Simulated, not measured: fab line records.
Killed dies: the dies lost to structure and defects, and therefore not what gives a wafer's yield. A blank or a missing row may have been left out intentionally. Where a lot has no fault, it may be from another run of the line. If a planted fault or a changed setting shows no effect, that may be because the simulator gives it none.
The same fault as seen by 2 desks    flow berkeleyCmos170    every desk sees just its own numbers, and what lay behind them comes last

== FOR THE TOOL OWNER'S DESK: krfScanner-02 ==
The tool's own readings at UCB170_ACTIVE_EXPOSE_10 (exposes mask ACTIVE, target cd 1200 nm): means of the sampled wafers that have a number, for each lot that ran on this tool. If a lot's mean is further than 4 standard deviations from the usual mean, the lot is out of limits and carries the mark OUT (the distance appears in the brackets).
Columns: A = exposureDoseMJCm2 at UCB170_ACTIVE_EXPOSE_10, usual 20.000; B = focusOffsetNm at UCB170_ACTIVE_EXPOSE_10, usual 0.0 nm
lot   first seen here  A       B
L747  day 4 22:28      20.002  0.2
L757  day 6 19:55      20.009  0.3
L759  day 7 07:21      19.996  -0.1
L761  day 7 21:08      20.006  0.1
L762  day 7 21:17      20.014  -0.1
L763  day 8 07:29      20.003  0.2
L764  day 8 07:46      19.996  -0.7
L765  day 8 15:26      20.031  0.3
This desk's finding: nothing out of limits on any of the 8 lots.

== THE METROLOGY DESK ==
What the gauges read for every lot (on any tool): the sampled wafers with a number, averaged. If a lot's mean is further than 4 standard deviations from the usual mean, the lot is out of limits and carries the mark OUT (the distance appears in the brackets).
Columns: A = NWELL_OXIDE_THK at UCB170_NWELL_THK_MEAS_02, usual 26.3 nm
lot   first seen here  A
L743  day 1 22:00      25.6
L745  day 2 12:35      25.7
L747  day 2 17:11      25.7
L754  day 4 04:07      26.4
L756  day 4 12:37      25.9
L755  day 4 12:37      26.1
L758  day 4 22:19      26.7
L757  day 4 22:19      26.7
L759  day 5 06:50      26.2
L761  day 5 15:29      26.7
L762  day 5 17:38      25.9
L763  day 6 02:07      25.9
L764  day 6 06:16      26.2
L765  day 6 13:16      26.6
L766  day 6 16:07      27.3
This desk's finding: nothing out of limits on any of the 15 lots.

== PUT TOGETHER ==
The tool owner's desk saw nothing out of limits.
From the metrology desk's view, nothing was out of limits.

== WHAT THE SIMULATOR HAD PUT IN ==
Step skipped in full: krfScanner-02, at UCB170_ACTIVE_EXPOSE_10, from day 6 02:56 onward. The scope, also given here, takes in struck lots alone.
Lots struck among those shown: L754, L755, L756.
